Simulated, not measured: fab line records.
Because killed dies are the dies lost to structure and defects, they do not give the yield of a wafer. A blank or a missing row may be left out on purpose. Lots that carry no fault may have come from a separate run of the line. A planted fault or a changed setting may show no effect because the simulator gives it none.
Split-lot trial / flow rit-cmos / on a route of 202 steps: 5 lots, 23 wafers read

## THE SPLIT
At RIT_PRETRO_IMPLANT_08, the setting energy-kev was moved away from the recipe's 45 on 10 of the 23 wafers read, by -4.0% to +4.9%. For the rest of the wafers, this setting stayed at what the recipe calls for.

The reading comes from the split's own step.

## THE READING
In nm, at RIT_PRETRO_IMPLANT_08: implant.drp-nm, which is the simulator's own figure and was read by no gauge. No usual value for it is given in the file.

wafer=L076.1; tool, chamber at the split=implanter-02, 0; energy-kev as run=45; against the recipe=recipe; implant.drp-nm, nm=55.07; against lot-mates on the recipe=-
wafer=L076.4; tool, chamber at the split=implanter-02, 0; energy-kev as run=45; against the recipe=recipe; implant.drp-nm, nm=55.07; against lot-mates on the recipe=-
wafer=L076.5; tool, chamber at the split=implanter-02, 0; energy-kev as run=45; against the recipe=recipe; implant.drp-nm, nm=55.07; against lot-mates on the recipe=-
wafer=L077.1; tool, chamber at the split=implanter-02, 0; energy-kev as run=45; against the recipe=recipe; implant.drp-nm, nm=55.07; against lot-mates on the recipe=-
wafer=L077.6; tool, chamber at the split=implanter-02, 0; energy-kev as run=45; against the recipe=recipe; implant.drp-nm, nm=55.07; against lot-mates on the recipe=-
wafer=L077.2; tool, chamber at the split=implanter-02, 0; energy-kev as run=47.19; against the recipe=+4.9%; implant.drp-nm, nm=56.64; against lot-mates on the recipe=+1.57
wafer=L077.3; tool, chamber at the split=implanter-02, 0; energy-kev as run=47.19; against the recipe=+4.9%; implant.drp-nm, nm=56.64; against lot-mates on the recipe=+1.57
wafer=L077.4; tool, chamber at the split=implanter-02, 0; energy-kev as run=47.19; against the recipe=+4.9%; implant.drp-nm, nm=56.64; against lot-mates on the recipe=+1.57
wafer=L079.2; tool, chamber at the split=implanter-03, 0; energy-kev as run=45; against the recipe=recipe; implant.drp-nm, nm=55.07; against lot-mates on the recipe=-
wafer=L079.3; tool, chamber at the split=implanter-03, 0; energy-kev as run=45; against the recipe=recipe; implant.drp-nm, nm=55.07; against lot-mates on the recipe=-
wafer=L079.4; tool, chamber at the split=implanter-03, 0; energy-kev as run=43.94; against the recipe=-2.4%; implant.drp-nm, nm=54.3; against lot-mates on the recipe=-0.77
wafer=L079.5; tool, chamber at the split=implanter-03, 0; energy-kev as run=43.94; against the recipe=-2.4%; implant.drp-nm, nm=54.3; against lot-mates on the recipe=-0.77
wafer=L079.6; tool, chamber at the split=implanter-03, 0; energy-kev as run=43.94; against the recipe=-2.4%; implant.drp-nm, nm=54.3; against lot-mates on the recipe=-0.77
wafer=L082.2; tool, chamber at the split=implanter-02, 0; energy-kev as run=43.18; against the recipe=-4.0%; implant.drp-nm, nm=53.73; against lot-mates on the recipe=-1.34
wafer=L082.5; tool, chamber at the split=implanter-02, 0; energy-kev as run=43.18; against the recipe=-4.0%; implant.drp-nm, nm=53.73; against lot-mates on the recipe=-1.34
wafer=L082.3; tool, chamber at the split=implanter-02, 0; energy-kev as run=45; against the recipe=recipe; implant.drp-nm, nm=55.07; against lot-mates on the recipe=-
wafer=L082.4; tool, chamber at the split=implanter-02, 0; energy-kev as run=45; against the recipe=recipe; implant.drp-nm, nm=55.07; against lot-mates on the recipe=-
wafer=L082.6; tool, chamber at the split=implanter-02, 0; energy-kev as run=45; against the recipe=recipe; implant.drp-nm, nm=55.07; against lot-mates on the recipe=-
wafer=L085.1; tool, chamber at the split=implanter-04, 0; energy-kev as run=45; against the recipe=recipe; implant.drp-nm, nm=55.07; against lot-mates on the recipe=-
wafer=L085.2; tool, chamber at the split=implanter-04, 0; energy-kev as run=45; against the recipe=recipe; implant.drp-nm, nm=55.07; against lot-mates on the recipe=-
wafer=L085.5; tool, chamber at the split=implanter-04, 0; energy-kev as run=45; against the recipe=recipe; implant.drp-nm, nm=55.07; against lot-mates on the recipe=-
wafer=L085.3; tool, chamber at the split=implanter-04, 0; energy-kev as run=45.9; against the recipe=+2.0%; implant.drp-nm, nm=55.72; against lot-mates on the recipe=+0.65
wafer=L085.4; tool, chamber at the split=implanter-04, 0; energy-kev as run=45.9; against the recipe=+2.0%; implant.drp-nm, nm=55.72; against lot-mates on the recipe=+0.65

FIT RESULTS
A straight line over all 23 wafers: implant.drp-nm changes by +0.326 nm for each +1% of energy-kev; r = +1.00; the points scatter about the line by 0.0078 nm.
The same after taking each lot's own level away (the mean of its wafers on the recipe; 23 wafers): +0.326 nm for each +1%; r = +1.00; scatter 0.0078 nm.
According to that fit, moving energy-kev by its largest amount changes the reading by 1.6 nm.
The lots' own levels span 55.070 to 55.070 nm.
The two slopes are in agreement: the lot-to-lot level therefore moves the slope only a little.
Check: +1.58 nm against its lot-mates is what the line predicts for one of the wafers moved furthest among these (+4.9%) when that wafer is left out of the fit. Against them it came out at +1.57 nm.

## OTHER SPLITS APPLIED TO THESE WAFERS
Note: prior to the reading, these wafers also went through further splits. Each is held against what the fit with the lots' levels taken away leaves over:
other split on the same wafers=RIT_FOX2_OXIDATION_00 ox-time-s; wafers away from the commonest value=13; r with implant.drp-nm (lot level and that fit taken away)=+0.41
other split on the same wafers=RIT_PWELL_SOFTBAKE_02 temp-c; wafers away from the commonest value=6; r with implant.drp-nm (lot level and that fit taken away)=-0.01
other split on the same wafers=RIT_NRETRO_IMPLANT_08 energy-kev; wafers away from the commonest value=12; r with implant.drp-nm (lot level and that fit taken away)=-0.14

## THE WHOLE CHAIN: every reading that the file lists as answering this split, in the file's order
step=RIT_PRETRO_IMPLANT_08; what it does=; reading=implant.rp-nm (the simulator's own value, which no gauge read); change (the file's fit)=+1.37 nm for each +1% of the setting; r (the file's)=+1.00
step=RIT_PRETRO_IMPLANT_08; what it does=; reading=implant.drp-nm (the simulator's own value, which no gauge read); change (the file's fit)=+0.326 nm for each +1% of the setting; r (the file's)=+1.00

## FILE'S OWN FIT
implant.drp-nm changes by +0.326 nm for each +1% of energy-kev, r = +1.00.
